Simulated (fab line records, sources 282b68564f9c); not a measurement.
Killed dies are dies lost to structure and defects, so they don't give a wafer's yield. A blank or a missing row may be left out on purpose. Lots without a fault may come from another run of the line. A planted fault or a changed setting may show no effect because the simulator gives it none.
A struck lot beside a sound one | flow rit_cmos | 39 steps out of a route of 202
Sound: wafers L111.1, L111.3, L111.4. Struck: wafers L114.1, L114.2, L114.3. The cause comes at the end.
At each step with rows: each side's tool, then ch and its chambers, then its first start. Under that, the readings that differ: sound wafers | struck wafers | difference of the means | sigmas: that difference in standard deviations of wafers without a fault.
alike: readings whose means differ by less than 2 such deviations, and words and numbers that are the same on both sides. not compared: withheld readings, readings that some wafer has no value for, bounds like >300 that may hide the same value, and numbers for which the record gives no deviation and whose values overlap.
The two part at a step that has a row with sigmas, a row that says differs or no value, or rows on one side only. Numbers that don't overlap but have no deviation are shown without sigmas and don't part them. A reading that every wafer of one side lacks parts them only if that side has two wafers or more.

first, 3 steps without rows for these wafers: RIT_GATE_EXPOSE_13 (exposes mask M6, target cd 150 nm); RIT_GATE_PEB_14; RIT_GATE_DEVELOP_15 (develop time 50 s).
RIT_GATE_CD_MEAS_16: target cd 150 nm.
  sound on cd_sem-01, day 4 16:18; struck on cd_sem-01, day 5 03:46
  alike: cd_nm
RIT_GATE_OVL_MEAS_17:
  sound on overlay-02, day 4 16:25; struck on overlay-01, day 5 03:53
  alike: GATE_OVL
then, 1 step without rows for these wafers: RIT_GATE_HARDBAKE_18 (time 60 s).
RIT_GATE_ETCH_19: etches poly-Si in SF6/CHF3/O2, stops on SiO2, time 165 s, target depth 312.5 nm.
  sound on rie_si-01 ch 1,2,3, day 4 16:37; struck on rie_si-02 ch 0,2,3, day 5 04:04
  reading                | sound    | struck      | difference | sigmas
  rf_hours_counter_h (h) | 47 78 70 | 120 146 133 | +68        |
  alike: drypump_motor_current_A, oes_product_au, throttle_valve_pct
RIT_GATE_STRIP_20: strips in O2, time 180 s.
  sound on plasma_asher-02 ch 0,1, day 4 16:43; struck on plasma_asher-04 ch 0,1, day 5 04:10
  alike: drypump_motor_current_A
  not compared: rf_hours_counter_h
RIT_GATE_CD_MEAS_90: target cd 150 nm.
  sound on cd_sem-02, day 4 16:53; struck on cd_sem-01, day 5 04:21
  alike: cd_nm
then, 3 steps without rows for these wafers: RIT_REOX_CLEAN_00 (cleans in SC1, time 600 s); RIT_REOX_CLEAN_01 (cleans in dHF, time 30 s); RIT_REOX_CLEAN_02 (cleans in SC2, time 600 s).
RIT_REOX_OXIDATION_03: target thk 25.2 nm, ox time 5580 s.
  sound on furnace-03 ch 0, day 4 18:16; struck on furnace-03 ch 0, day 5 06:38
  reading                                     | sound                | struck               | difference | sigmas
  spike_tc_centre_C (C)                       | 900.9 898.2 898.6    | 913.4 916.1 916.1    | +16.0      | +8
  spike_tc_load_C (C)                         | 930.5 929.6 930.6    | 944.1 944.7 943.9    | +14.0      | +6
  spike_tc_source_C (C)                       | 919.1 919.3 919.0    | 934.1 934.9 933.2    | +14.9      | +9
  tube_center_temp_C (C)                      | 899.97 900.11 900.02 | 915.05 914.98 914.93 | +14.95     | +99 or more
  tube_center_temp_C_max                      | 901.9 902.6 902.1    | 916.7 917.1 917.4    | +14.9      | +37
  model.SiO2_of_REOX_OXIDATION_03.thk_nm (nm) | 24.97 24.97 25.36    | 29.36 29.87 29.65    | +4.53      |
  alike: zone_power_load_pct, zone_power_source_pct
RIT_REOX_THK_MEAS_04:
  sound on film_metro-04, day 4 20:49; struck on film_metro-03, day 5 09:11
  reading             | sound          | struck         | difference | sigmas
  REOX_OXIDE_THK (nm) | 25.0 25.0 25.4 | 29.3 29.9 29.6 | +4.5       | +11
then, 6 steps without rows for these wafers: RIT_NLDD_HMDS_00 (prime time 60 s); RIT_NLDD_COAT_01 (resist thk 1000 nm); RIT_NLDD_SOFTBAKE_02 (time 60 s); RIT_NLDD_EXPOSE_03 (exposes mask M7, target cd 40700 nm); RIT_NLDD_PEB_04; RIT_NLDD_DEVELOP_05 (develop time 50 s).
RIT_NLDD_OVL_MEAS_06:
  sound on overlay-02, day 4 21:44; struck on overlay-02, day 5 10:06
  alike: NLDD_OVL
then, 2 steps without rows for these wafers: RIT_NLDD_HARDBAKE_07 (time 60 s); RIT_NLDD_IMPLANT_08.
RIT_NLDD_STRIP_09: strips in O2, time 180 s.
  sound on plasma_asher-04 ch 0,1, day 4 22:04; struck on plasma_asher-02 ch 0,1, day 5 10:42
  alike: drypump_motor_current_A
  not compared: rf_hours_counter_h
RIT_NLDD_TW_MEAS_10:
  sound on film_metro-04, day 4 22:15; struck on film_metro-02, day 5 10:52
  alike: NLDD_TW
then, 6 steps without rows for these wafers: RIT_PLDD_HMDS_00 (prime time 60 s); RIT_PLDD_COAT_01 (resist thk 1000 nm); RIT_PLDD_SOFTBAKE_02 (time 60 s); RIT_PLDD_EXPOSE_03 (exposes mask M8, target cd 40900 nm); RIT_PLDD_PEB_04; RIT_PLDD_DEVELOP_05 (develop time 50 s).
RIT_PLDD_OVL_MEAS_06:
  sound on overlay-02, day 4 23:10; struck on overlay-02, day 5 11:55
  alike: PLDD_OVL
then, 2 steps without rows for these wafers: RIT_PLDD_HARDBAKE_07 (time 60 s); RIT_PLDD_IMPLANT_08.
RIT_PLDD_STRIP_09: strips in O2, time 180 s.
  sound on plasma_asher-03 ch 0,1, day 4 23:29; struck on plasma_asher-04 ch 0,1, day 5 12:16
  alike: drypump_motor_current_A
  not compared: rf_hours_counter_h
RIT_PLDD_TW_MEAS_10:
  sound on film_metro-02, day 4 23:40; struck on film_metro-02, day 5 12:26
  alike: PLDD_TW
RIT_SPACER_CLEAN_00: cleans in SC1, time 600 s.
  sound on wet_bench-03 ch 0, day 4 23:44; struck on wet_bench-03 ch 3, day 5 12:29
  reading                                     | sound            | struck            | difference | sigmas
  bath_heat_duty_pct (%)                      | 15.0 13.3 13.9   | 19.5 20.8 22.7    | +6.9       | +3
  model.SiO2_of_REOX_OXIDATION_03.thk_nm (nm) | 23.04 23.04 23.4 | 27.07 27.54 27.35 | +4.16      |
then, 1 step without rows for these wafers: RIT_SPACER_CLEAN_01 (cleans in dHF, time 30 s).
RIT_M1_PROBE_99:
  sound on prober-02, day 5 13:22; struck on prober-02, day 6 02:02
  reading                             | sound             | struck            | difference | sigmas
  model.etest.pmos_turned.r_on_ohm_um | 3385 3416 3479    | 4816 5099 4849    | +1495      |
  model.etest.pmos_0p3.r_on_ohm_um    | 6086 6278 6307    | 6948 7123 6962    | +787       |
  model.etest.pmos_0p15.r_on_ohm_um   | 2736 2778 2814    | 3430 3512 3380    | +665       |
  model.etest.pldd.rs_ohm_sq          | 492.6 493.5 511.5 | 869.9 939 893.2   | +401.5     |
  model.etest.nmos_0p3.r_on_ohm_um    | 2127 2179 2188    | 2292 2313 2276    | +129       |
  model.etest.nmos_0p15.r_on_ohm_um   | 1132 1144 1169    | 1293 1279 1262    | +130       |
  model.etest.nmos_turned.drive_ua_um | 325.7 317 317.1   | 224.7 211.2 221.3 | -100.9     |
  model.etest.nldd.rs_ohm_sq          | 379.1 380.5 391.2 | 472.1 490.8 479.6 | +97.2      |
  alike: killed_at_contacts, killed_at_front_end, killed_dies, killed_open, killed_short

WHERE THEY PART
First at RIT_REOX_OXIDATION_03; last, within this record, at RIT_SPACER_CLEAN_00. Later steps at which nothing parts them and some readings are alike: RIT_M1_PROBE_99.

WHY: what the simulator had put in
Process parameter drift: furnace-03, from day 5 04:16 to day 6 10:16, at RIT_REOX_OXIDATION_03. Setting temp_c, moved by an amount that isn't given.
